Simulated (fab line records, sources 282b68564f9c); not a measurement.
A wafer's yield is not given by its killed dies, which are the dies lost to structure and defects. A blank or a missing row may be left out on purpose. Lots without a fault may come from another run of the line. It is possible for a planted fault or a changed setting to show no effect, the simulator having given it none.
Comparing a struck lot with a sound one | flow ritCmos | 18 steps out of a route of 202
Sound: the wafers L230.2, L230.3, L230.5. Struck: wafers L238.1, L238.3, L238.4. The cause comes at the end.
Each step with rows lists, per side, the tool, then ch with its chambers, then its first start. Under that, the readings that differ: sound wafers | struck wafers | difference of the means | sigmas: that difference in standard deviations of wafers without a fault.
alike: same words and numbers on both sides, and readings whose means sit less than 2 such deviations apart. not compared: any withheld reading, any reading some wafer has no value for, any bound like >300 that may hide the same value, and any number with overlapping values for which the record gives no deviation.
Wherever a step has rows on one side only, a row that says differs or no value, or a row with sigmas, the two part there. Non-overlapping numbers with no deviation appear without sigmas and do not part them. A reading that every wafer of one side lacks parts them only if that side has two wafers or more.

first, 1 step without rows for these wafers: RIT_PWELL_DEVELOP_05 (develop time 68 s).
RIT_PWELL_OVL_MEAS_06:
  sound: overlay-02 at day 3 06:07; struck: overlay-02 at day 4 22:05
  alike: PWELL_OVL
then, 2 steps without rows for these wafers: RIT_PWELL_HARDBAKE_07 (time 120 s); RIT_PWELL_IMPLANT_08.
RIT_PWELL_STRIP_09: strips in O2, time 180 s.
  sound on plasmaAsher-02 ch 0,1, day 3 06:32; struck on plasmaAsher-01 ch 0,1, day 4 22:31
  alike: drypumpMotorCurrentA
  not compared: rfHoursCounterH
RIT_PWELL_TW_MEAS_10:
  sound: filmMetro-02 at day 3 06:44; struck: filmMetro-01 at day 4 22:41
  alike: PWELL_TW
then, 1 step without rows for these wafers: RIT_WELLDRIVE_ANNEAL_00 (time 14700 s).
RIT_WELLDRIVE_RS_MEAS_01: the measuring method here is four-point-probe.
  sound: filmMetro-02 at day 3 11:53; struck: filmMetro-02 at day 5 03:50
reading           | sound             | struck            | difference | sigmas
NWELL_RS (ohm/sq) | 274.8 274.9 274.5 | 277.4 277.1 277.0 | +2.4       | +3
RIT_WELLDRIVE_RS_MEAS_02: the measuring method here is four-point-probe.
  sound: filmMetro-02 at day 3 12:00; struck: filmMetro-02 at day 5 03:58
  alike: PWELL_RS
then, 3 steps without rows for these wafers: RIT_NRETRO_HMDS_00 (prime time 60 s); RIT_NRETRO_COAT_01 (resist thk 1300 nm); RIT_NRETRO_SOFTBAKE_02 (time 60 s).
RIT_NRETRO_EXPOSE_03: exposes mask M4, target cd 43900 nm.
  sound on ilineStepper-01 ch 0, day 3 12:35; struck on ilineStepper-01 ch 0, day 5 04:39
reading                      | sound                   | struck                        | difference | sigmas
model.NRETRO.overlayXNm (nm) | -0.4932 -0.4932 -0.4932 | 1.145e+04 1.145e+04 1.145e+04 | +1.145e+04 | 
  alike: mask, exposureDoseMJCm2
then, 2 steps without rows for these wafers: RIT_NRETRO_PEB_04; RIT_NRETRO_DEVELOP_05 (develop time 68 s).
RIT_NRETRO_OVL_MEAS_06:
  sound: overlay-02 at day 3 13:00; struck: overlay-02 at day 5 05:06
reading         | sound          | struck | difference                    | sigmas
NRETRO_OVL (nm) | -1.3 -1.8 -2.7 | - - -  | no value on the struck wafers | 
then, 1 step without rows for these wafers: RIT_NRETRO_HARDBAKE_07 (time 120 s).
RIT_M1_PROBE_99:
  sound: prober-01 at day 4 20:32; struck: prober-02 at day 6 10:07
reading                          | sound             | struck            | difference | sigmas
killedAtFrontEnd                 | 5 2 4             | 264 264 264       | +260       | +96
killedDies                       | 5 2 4             | 264 264 264       | +260       | +96
killedOnRim                      | 1 1 1             | 70 70 70          | +69        | +49
model.etest.pmos_0p3.rOnOhmUm    | 6250 6158 6124    | 4843 4974 4952    | -1254      | 
model.etest.pmosTurned.rOnOhmUm  | 3357 3385 3296    | 2527 2645 2668    | -733       | 
model.etest.pmos_0p15.rOnOhmUm   | 2667 2700 2666    | 2142 2246 2242    | -468       | 
model.etest.nmos_0p3.rOnOhmUm    | 2164 2158 2131    | 1824 1870 1859    | -300       | 
model.etest.nmosTurned.driveUaUm | 326.5 327.6 332.9 | 469.7 455.4 450.5 | +129.5     | 
model.etest.nmos_0p15.driveUaUm  | 473.4 461.3 468.7 | 582 576.2 562.8   | +106       | 
model.etest.nmos_0p15.rOnOhmUm   | 1096 1139 1084    | 956.3 1022 1031   | -103.2     | 
model.etest.pmos_0p15.driveUaUm  | 263.5 260.1 264.3 | 371.1 357.5 356.3 | +99.0      | 
  alike: killedAtContacts, killedOpen, killedShort

## WHERE THEY PART
Last at RIT_M1_PROBE_99 as far as this record goes, first at RIT_WELLDRIVE_RS_MEAS_01.

WHY: the cause the simulator had injected
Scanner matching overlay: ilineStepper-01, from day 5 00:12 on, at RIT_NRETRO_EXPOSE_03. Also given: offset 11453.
